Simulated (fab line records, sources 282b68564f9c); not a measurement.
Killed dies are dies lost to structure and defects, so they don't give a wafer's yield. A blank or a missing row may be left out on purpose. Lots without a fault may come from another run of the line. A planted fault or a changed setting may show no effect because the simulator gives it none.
fab line records | flow rit_cmos
record lots=14 wafers=42 last_day=7
route steps=202 shown FOX1@20 PRETRO@74 GATE@83 M1@201
lots that met no fault: from a run of the same line without faults
start_h: hours from the record's first day to the start of the lot's first wafer shown | wait_h: hours since the lot's step before | " the same as in the row above | L1.1+2: a row that stands for several wafers | - no value, or no start given | * or withheld: withheld | < > ~ a bound
route shown NAME@n: a module of which the file shows steps, and the number in the route of the first | usual: mean/standard deviation of fault-free wafers | same: alike in all rows | chamber/n: place in a boat | sites: the reading at each site | _std_site: their standard deviation | _edge_site: outer sites' mean less inner sites' | radius_mm: how far each site lies from the wafer's centre | mask NAME#n: copy n | behind: the tool/chamber that last shaped the wafer | hold: why the lot was held/for how many hours/how that ended | device: the transistor (n, p or np) that didn't switch | end of line: the same wafers' tests at the end of the route | a step without rows: its recipe alone | killed: dies lost to structure and defects at the first sort, not the wafer's yield | map: a wafer's dies, x killed, . not, _ none there
set.NAME: the setting as run; set.NAME@STEP: as run at that earlier step | model.NAME: the simulator's own value behind a step, which no gauge read
steps of the route over a sample of lots; a table a step, a row a wafer
services: from which hour (start_h, from the record's first day; less than 0 if before it) a tool's chamber was out of use, for how many hours, and why
## steps
# step RIT_FOX1_OXIDATION_00
# recipe temp_c=1100 ambient=H2O target_thk_a=3507 p_h2o_torr=720 ox_time_s=1130
# usual ox_time_s=1130/0
# columns lot.wafer tool chamber start_h wait_h ox_time_s
L465.1 furnace-02 0 16.58 0.0 1130
L465.2 " 0 " " 1130
L465.5 " 0 " " 1130
L468.1 furnace-02 0 30.73 0.0 1130
L468.4 " 0 " " 1130
L468.5 " 0 " " 1130
L470.2 furnace-03 0 42.05 1.4 1130
L470.4 " 0 " " 1130
L470.5 " 0 " " 1130
L471.2 furnace-02 0 47.05 0.7 1130
L471.3 " 0 " " 1130
L471.6 " 0 " " 1130
L473.2 furnace-02 0 55.63 0.0 1356
L473.4 " 0 " " 1356
L473.5 " 0 " " 1356
L474.2 furnace-02 0 62.30 1.7 1356
L474.4 " 0 " " 1356
L474.5 " 0 " " 1356
L475.1 furnace-04 0 65.72 0.0 1130
L475.4 " 0 " " 1130
L475.6 " 0 " " 1130
L476.2 furnace-04 0 70.63 0.0 1130
L476.4 " 0 " " 1130
L476.6 " 0 " " 1130
L477.1 furnace-04 0 76.81 0.0 1130
L477.4 " 0 " " 1130
L477.5 " 0 " " 1130
L483.2 furnace-04 0 105.88 0.4 1130
L483.3 " 0 " " 1130
L483.4 " 0 " " 1130
L484.4 furnace-04 0 110.50 0.0 1130
L484.5 " 0 " " 1130
L484.6 " 0 " " 1130
L486.1 furnace-04 0 120.66 0.0 1130
L486.2 " 0 " " 1130
L486.5 " 0 " " 1130
L487.1 furnace-02 0 127.05 0.6 1130
L487.3 " 0 " " 1130
L487.5 " 0 " " 1130
L488.3 furnace-04 0 130.80 0.0 1130
L488.4 " 0 " " 1130
L488.5 " 0 " " 1130
# step RIT_FOX1_THK_MEAS_01
# recipe reads=SiO2_of_FOX1_OXIDATION_00
# usual FOX1_OXIDE_THK=351/5.4
# columns lot.wafer tool chamber start_h wait_h FOX1_OXIDE_THK[nm]
L465.1 film_metro-03 - 17.90 0.0 349
L465.2 " - " " 343
L465.5 " - " " 347
L468.1 film_metro-03 - 32.04 0.0 356
L468.4 " - " " 356
L468.5 " - " " 356
L470.2 film_metro-04 - 43.38 0.0 340
L470.4 " - " " 344
L470.5 " - " " 339
L471.2 film_metro-01 - 48.38 0.0 348
L471.3 " - " " 350
L471.6 " - " " 352
L473.2 film_metro-03 - 56.95 0.0 386
L473.4 " - " " 393
L473.5 " - " " 392
L474.2 film_metro-03 - 63.63 0.0 391
L474.4 " - " " 391
L474.5 " - " " 386
L475.1 film_metro-03 - 67.04 0.0 357
L475.4 " - " " 361
L475.6 " - " " 356
L476.2 film_metro-03 - 71.95 0.0 349
L476.4 " - " " 347
L476.6 " - " " 351
L477.1 film_metro-04 - 78.13 0.0 356
L477.4 " - " " 353
L477.5 " - " " 358
L483.2 film_metro-01 - 107.20 0.0 350
L483.3 " - " " 352
L483.4 " - " " 350
L484.4 film_metro-01 - 111.85 0.0 359
L484.5 " - " " 348
L484.6 " - " " 352
L486.1 film_metro-03 - 121.98 0.0 357
L486.2 " - " " 354
L486.5 " - " " 356
L487.1 film_metro-01 - 128.37 0.0 359
L487.3 " - " " 361
L487.5 " - " " 360
L488.3 film_metro-04 - 132.14 0.0 354
L488.4 " - " " 357
L488.5 " - " " 355
# step RIT_PRETRO_TW_MEAS_10
# usual PRETRO_TW=480/8.1
# columns lot.wafer tool chamber start_h wait_h PRETRO_TW
L465.1 film_metro-01 - 32.14 0.1 488
L465.2 " - " " 487
L465.5 " - " " 488
L468.1 film_metro-04 - 46.26 0.1 482
L468.4 " - " " 482
L468.5 " - " " 480
L470.2 film_metro-03 - 57.76 0.1 472
L470.4 " - " " 471
L470.5 " - " " 471
L471.2 film_metro-01 - 62.94 0.1 489
L471.3 " - " " 487
L471.6 " - " " 487
L473.2 film_metro-01 - 72.64 0.1 490
L473.4 " - " " 492
L473.5 " - " " 486
L474.2 film_metro-03 - 77.65 0.1 473
L474.4 " - " " 470
L474.5 " - " " 470
L475.1 film_metro-03 - 82.07 0.1 467
L475.4 " - " " 471
L475.6 " - " " 470
L476.2 film_metro-03 - 87.35 0.1 469
L476.4 " - " " 468
L476.6 " - " " 470
L477.1 film_metro-03 - 92.29 0.1 472
L477.4 " - " " 469
L477.5 " - " " 472
L483.2 film_metro-01 - 122.01 0.1 492
L483.3 " - " " 489
L483.4 " - " " 489
L484.4 film_metro-01 - 126.43 0.1 490
L484.5 " - " " 491
L484.6 " - " " 487
L486.1 film_metro-04 - 136.48 0.1 476
L486.2 " - " " 476
L486.5 " - " " 476
L487.1 film_metro-01 - 142.77 0.1 487
L487.3 " - " " 493
L487.5 " - " " 487
L488.3 film_metro-03 - 146.83 0.1 474
L488.4 " - " " 472
L488.5 " - " " 473
# step RIT_GATE_THK_MEAS_07
# recipe reads=SiO2_of_GATE_OXIDATION_05
# usual GATE_OXIDE_THK=3.01/0.07
# columns lot.wafer tool chamber start_h wait_h GATE_OXIDE_THK[nm]
L465.1 film_metro-03 - 34.25 0.0 2.85
L465.2 " - " " 2.95
L465.5 " - " " 2.91
L468.1 film_metro-03 - 48.62 0.0 2.99
L468.4 " - " " 2.96
L468.5 " - " " 2.95
L470.2 film_metro-03 - 62.31 0.0 3.05
L470.4 " - " " 3.00
L470.5 " - " " 3.06
L471.2 film_metro-03 - 64.80 0.0 2.97
L471.3 " - " " 3.00
L471.6 " - " " 3.00
L473.2 film_metro-01 - 77.47 0.0 3.05
L473.4 " - " " 3.09
L473.5 " - " " 3.11
L474.2 film_metro-03 - 79.99 0.0 2.94
L474.4 " - " " 2.93
L474.5 " - " " 2.87
L475.1 film_metro-01 - 83.94 0.0 2.98
L475.4 " - " " 3.00
L475.6 " - " " 3.00
L476.2 film_metro-02 - 89.35 0.0 3.13
L476.4 " - " " 3.12
L476.6 " - " " 3.22
L477.1 film_metro-01 - 94.15 0.0 3.09
L477.4 " - " " 3.11
L477.5 " - " " 3.12
L483.2 film_metro-02 - 123.89 0.0 3.01
L483.3 " - " " 3.11
L483.4 " - " " 3.08
L484.4 film_metro-03 - 128.65 0.0 2.95
L484.5 " - " " 2.98
L484.6 " - " " 2.93
L486.1 film_metro-03 - 138.38 0.0 3.08
L486.2 " - " " 3.06
L486.5 " - " " 3.16
L487.1 film_metro-02 - 144.65 0.0 2.99
L487.3 " - " " 2.98
L487.5 " - " " 2.94
L488.3 film_metro-01 - 149.71 0.0 2.92
L488.4 " - " " 2.99
L488.5 " - " " 2.98
# step RIT_M1_BOW_MEAS_16
# recipe mode=bow
# usual M1_BOW=16/7
# columns lot.wafer tool chamber start_h wait_h M1_BOW[um]
L465.1 film_metro-01 - 58.44 0.0 17
L465.2 " - " " 6
L465.5 " - " " 20
L468.1 film_metro-04 - 73.44 0.0 14
L468.4 " - " " 21
L468.5 " - " " 9
L470.2 film_metro-04 - 86.09 0.0 13
L470.4 " - " " 15
L470.5 " - " " 24
L471.2 film_metro-04 - 88.90 0.0 6
L471.3 " - " " 15
L471.6 " - " " 22
L473.2 film_metro-02 - 100.37 0.0 9
L473.4 " - " " 18
L473.5 " - " " 12
L474.2 film_metro-04 - 104.58 0.0 12
L474.4 " - " " 16
L474.5 " - " " 0
L475.1 film_metro-02 - 106.83 0.0 16
L475.4 " - " " 7
L475.6 " - " " 10
L476.2 film_metro-02 - 113.31 0.0 21
L476.4 " - " " 11
L476.6 " - " " 11
L477.1 film_metro-01 - 116.88 0.0 3
L477.4 " - " " 32
L477.5 " - " " 27
L483.2 film_metro-02 - 148.34 0.0 12
L483.3 " - " " 15
L483.4 " - " " 34
L484.4 film_metro-04 - 151.35 0.1 21
L484.5 " - " " 18
L484.6 " - " " 19
L486.1 film_metro-04 - 161.24 0.0 13
L486.2 " - " " 17
L486.5 " - " " 24
L487.1 film_metro-04 - 168.37 0.0 7
L487.3 " - " " 10
L487.5 " - " " 14
L488.3 film_metro-02 - 172.93 0.0 16
L488.4 " - " " 19
L488.5 " - " " 14
# step RIT_M1_PROBE_99
# usual killed_at_front_end=7/3.1 killed_dies=7/3.1 killed_on_rim=1.9/1.5 killed_open=3.6/2.3 killed_short=3.2/2
# same gross_dies=264 killed_at_M0_to_M3=0 killed_at_M4_up=0 killed_at_back_side=0 killed_at_contacts=0 killed_at_other=0
# columns lot.wafer tool chamber start_h wait_h killed_at_front_end killed_dies killed_on_rim killed_open killed_short
L465.1 prober-02 - 58.56 0.1 18 18 2 12 6
L465.2 prober-02 - 58.61 0.1 3 3 2 2 1
L465.5 prober-02 - 58.76 0.2 8 8 4 5 3
L468.1 prober-01 - 73.56 0.1 10 10 2 4 6
L468.4 prober-01 - 73.71 0.2 8 8 2 4 4
L468.5 prober-01 - 73.76 0.2 6 6 0 1 5
L470.2 prober-02 - 86.24 0.1 6 6 4 2 4
L470.4 prober-02 - 86.34 0.2 6 6 2 1 5
L470.5 prober-02 - 86.39 0.2 8 8 4 4 4
L471.2 prober-01 - 89.05 0.1 9 9 1 7 2
L471.3 prober-01 - 89.10 0.2 11 11 4 4 7
L471.6 prober-01 - 89.25 0.2 7 7 0 1 6
L473.2 prober-01 - 100.52 0.1 7 7 2 5 2
L473.4 prober-01 - 100.62 0.2 6 6 1 2 4
L473.5 prober-01 - 100.67 0.2 4 4 1 3 1
L474.2 prober-02 - 104.73 0.1 6 6 2 5 1
L474.4 prober-02 - 104.83 0.2 10 10 2 6 4
L474.5 prober-02 - 104.88 0.2 8 8 0 4 4
L475.1 prober-01 - 106.95 0.1 7 7 1 2 5
L475.4 prober-01 - 107.10 0.2 2 2 1 1 1
L475.6 prober-01 - 107.20 0.2 9 9 4 6 3
L476.2 prober-02 - 113.46 0.1 6 6 1 4 2
L476.4 prober-02 - 113.56 0.2 5 5 2 1 3
L476.6 prober-02 - 113.66 0.2 7 7 1 6 1
L477.1 prober-01 - 117.00 0.1 7 7 2 3 4
L477.4 prober-01 - 117.15 0.2 9 9 0 5 4
L477.5 prober-01 - 117.20 0.2 5 5 0 3 2
L483.2 prober-01 - 148.49 0.1 7 7 1 2 5
L483.3 prober-01 - 148.54 0.2 10 10 5 7 3
L483.4 prober-01 - 148.59 0.2 5 5 1 2 3
L484.4 prober-02 - 151.56 0.2 8 8 1 5 2
L484.5 prober-02 - 151.61 0.2 10 10 3 7 3
L484.6 prober-02 - 151.66 0.2 6 6 3 2 4
L486.1 prober-02 - 161.36 0.1 1 1 1 0 1
L486.2 prober-02 - 161.41 0.1 5 5 1 3 2
L486.5 prober-02 - 161.56 0.2 4 4 2 3 1
L487.1 prober-01 - 168.49 0.1 2 2 0 1 1
L487.3 prober-01 - 168.59 0.2 13 13 4 9 4
L487.5 prober-01 - 168.69 0.2 9 9 2 6 3
L488.3 prober-02 - 173.11 0.2 10 10 3 6 4
L488.4 prober-02 - 173.16 0.2 7 7 3 5 2
L488.5 prober-02 - 173.21 0.2 1 1 0 1 0
# killed by level:class
L465.1 GATE:geometric_particle:open=7 GATE:geometric_particle:short=3 REOX:geometric_particle:open=2 SILICIDE:geometric_particle:open=2 SILICIDE:geometric_particle:short=2 REOX:geometric_particle:short=1 SPACER:geometric_particle:open=1
L465.2 GATE:geometric_particle:open=2 SILICIDE:geometric_particle:short=1
L465.5 REOX:geometric_particle:open=4 REOX:geometric_particle:short=3 SPACER:geometric_particle:open=1
L468.1 GATE:geometric_particle:short=3 REOX:geometric_particle:short=3 GATE:geometric_particle:open=2 REOX:geometric_particle:open=2
L468.4 GATE:geometric_particle:open=3 FOX2:geometric_particle:short=1 REOX:geometric_particle:short=1 SPACER:geometric_particle:short=1 SILICIDE:geometric_particle:short=1 SILICIDE:geometric_particle:open=1
L468.5 SPACER:geometric_particle:short=3 REOX:geometric_particle:short=1 REOX:geometric_particle:open=1 SILICIDE:geometric_particle:short=1
L470.2 GATE:geometric_particle:short=2 FOX2:geometric_particle:open=1 GATE:geometric_particle:open=1 SPACER:geometric_particle:short=1 SILICIDE:geometric_particle:short=1
L470.4 GATE:geometric_particle:short=3 FOX2:geometric_particle:short=1 FOX2:geometric_particle:open=1 SILICIDE:geometric_particle:short=1
L470.5 SPACER:geometric_particle:short=3 GATE:geometric_particle:open=2 ACTIVE:geometric_particle:open=1 FOX2:geometric_particle:short=1 SPACER:geometric_particle:open=1
L471.2 FOX1:geometric_particle:open=2 GATE:geometric_particle:open=2 FOX2:geometric_particle:open=1 GATE:geometric_particle:short=1 SPACER:geometric_particle:open=1 SILICIDE:geometric_particle:short=1 SILICIDE:geometric_particle:open=1
L471.3 GATE:geometric_particle:short=4 REOX:geometric_particle:open=2 SILICIDE:geometric_particle:short=2 GATE:geometric_particle:open=1 REOX:geometric_particle:short=1 SPACER:geometric_particle:open=1
L471.6 FOX1:geometric_particle:short=3 GATE:geometric_particle:short=2 FOX2:geometric_particle:open=1 FOX2:geometric_particle:short=1
L473.2 GATE:geometric_particle:open=2 GATE:geometric_particle:short=2 FOX2:geometric_particle:open=1 REOX:geometric_particle:open=1 SPACER:geometric_particle:open=1
L473.4 SPACER:geometric_particle:short=3 FOX1:geometric_particle:open=1 GATE:geometric_particle:open=1 GATE:geometric_particle:short=1
L473.5 FOX2:geometric_particle:open=1 GATE:geometric_particle:open=1 GATE:geometric_particle:short=1 SPACER:geometric_particle:open=1
L474.2 GATE:geometric_particle:open=2 FOX1:geometric_particle:open=1 FOX2:geometric_particle:short=1 REOX:geometric_particle:open=1 SILICIDE:geometric_particle:open=1
L474.4 FOX1:geometric_particle:short=2 FOX1:geometric_particle:open=2 GATE:geometric_particle:open=2 FOX2:geometric_particle:open=1 FOX2:geometric_particle:short=1 GATE:geometric_particle:short=1 SILICIDE:geometric_particle:open=1
L474.5 GATE:geometric_particle:short=4 GATE:geometric_particle:open=2 REOX:geometric_particle:open=1 SPACER:geometric_particle:open=1
L475.1 GATE:geometric_particle:short=5 GATE:geometric_particle:open=1 REOX:geometric_particle:open=1
L475.4 SPACER:geometric_particle:open=1 SILICIDE:geometric_particle:short=1
L475.6 SPACER:geometric_particle:open=3 GATE:geometric_particle:short=2 FOX1:geometric_particle:open=1 FOX2:geometric_particle:short=1 GATE:geometric_particle:open=1 REOX:geometric_particle:open=1
L476.2 FOX1:geometric_particle:short=2 GATE:geometric_particle:open=2 SPACER:geometric_particle:open=1 SILICIDE:geometric_particle:open=1
L476.4 GATE:geometric_particle:short=2 FOX2:geometric_particle:open=1 REOX:geometric_particle:short=1 PLDD:coat_microbubble_printed=1
L476.6 GATE:geometric_particle:open=2 SPACER:geometric_particle:open=2 FOX2:geometric_particle:open=1 GATE:geometric_particle:short=1 SILICIDE:geometric_particle:open=1
L477.1 GATE:geometric_particle:short=3 GATE:geometric_particle:open=2 FOX1:geometric_particle:open=1 REOX:geometric_particle:short=1
L477.4 GATE:geometric_particle:open=2 REOX:geometric_particle:open=2 REOX:geometric_particle:short=2 FOX1:geometric_particle:short=1 GATE:geometric_particle:short=1 SPACER:geometric_particle:open=1
L477.5 GATE:geometric_particle:open=2 GATE:geometric_particle:short=2 REOX:geometric_particle:open=1
L483.2 REOX:geometric_particle:short=2 FOX1:geometric_particle:open=1 FOX2:geometric_particle:short=1 GATE:geometric_particle:open=1 SPACER:geometric_particle:short=1 SILICIDE:geometric_particle:short=1
L483.3 GATE:geometric_particle:open=3 SPACER:geometric_particle:open=2 FOX1:geometric_particle:open=1 GATE:geometric_particle:short=1 REOX:geometric_particle:open=1 REOX:geometric_particle:short=1 SILICIDE:geometric_particle:short=1
L483.4 GATE:geometric_particle:short=2 GATE:geometric_particle:open=2 FOX1:geometric_particle:short=1
L484.4 FOX1:geometric_particle:short=2 GATE:geometric_particle:open=2 FOX1:geometric_particle:open=1 FOX2:geometric_particle:open=1 SPACER:geometric_particle:open=1 PRETRO:coat_microbubble_printed=1
L484.5 GATE:geometric_particle:open=2 REOX:geometric_particle:open=2 FOX1:geometric_particle:short=1 FOX1:geometric_particle:open=1 FOX2:geometric_particle:short=1 FOX2:geometric_particle:open=1 GATE:geometric_particle:short=1 SPACER:geometric_particle:open=1
L484.6 SILICIDE:geometric_particle:short=2 FOX1:geometric_particle:short=1 FOX2:geometric_particle:open=1 REOX:geometric_particle:open=1 REOX:geometric_particle:short=1
L486.1 SILICIDE:geometric_particle:short=1
L486.2 GATE:geometric_particle:open=2 GATE:geometric_particle:short=2 FOX1:geometric_particle:open=1
L486.5 FOX1:geometric_particle:open=2 FOX1:geometric_particle:short=1 SILICIDE:geometric_particle:open=1
L487.1 SILICIDE:geometric_particle:open=1 SILICIDE:geometric_particle:short=1
L487.3 FOX1:geometric_particle:open=4 GATE:geometric_particle:open=2 GATE:geometric_particle:short=2 FOX1:geometric_particle:short=1 FOX2:geometric_particle:open=1 REOX:geometric_particle:open=1 REOX:geometric_particle:short=1 SILICIDE:geometric_particle:open=1
L487.5 GATE:geometric_particle:open=4 REOX:geometric_particle:short=2 FOX1:geometric_particle:open=1 FOX2:geometric_particle:short=1 SILICIDE:geometric_particle:open=1
L488.3 SPACER:geometric_particle:open=3 FOX1:geometric_particle:short=2 REOX:geometric_particle:open=2 FOX1:geometric_particle:open=1 GATE:geometric_particle:short=1 REOX:geometric_particle:short=1
L488.4 SPACER:geometric_particle:open=2 FOX1:geometric_particle:short=1 FOX1:geometric_particle:open=1 GATE:geometric_particle:short=1 REOX:geometric_particle:open=1 SILICIDE:geometric_particle:open=1
L488.5 GATE:geometric_particle:open=1
## services
# columns tool chamber start_h hours kind
furnace-02 - -3.18 11.1 pm
furnace-02 - 40.63 3.0 pm
furnace-04 - 45.34 2.8 pm
furnace-04 - 55.98 3.2 pm
furnace-02 - 89.09 3.4 pm
furnace-03 - 100.39 4.7 pm
## key
first_sign step=RIT_FOX1_OXIDATION_00 reading=ox_time_s direction=up sigmas=99+ usual=* struck=*
effect step=RIT_FOX1_THK_MEAS_01 reading=FOX1_OXIDE_THK direction=up sigmas=7.1 usual=351 struck=390
met_at RIT_FOX1_OXIDATION_00
struck_lots L473,L474
tester_left_out L473,L474
not_acting_at RIT_PRETRO_TW_MEAS_10,RIT_GATE_THK_MEAS_07,RIT_M1_BOW_MEAS_16
onset_between 47.05 55.63
fault kind=process_parameter_drift tool=furnace-02 chamber=- onset_h=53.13 steps=RIT_FOX1_OXIDATION_00 channel=ox_time_s offset=* shape=step end_h=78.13 acts_in=* stated=*
# tester_left_out: of these lots the tester's yield and bins aren't shown, on N5 and GAA mostly nor the transistor test; their killed dies are dies lost to structure and defects alone, not to doping, threshold or leakage, so they don't give the yield
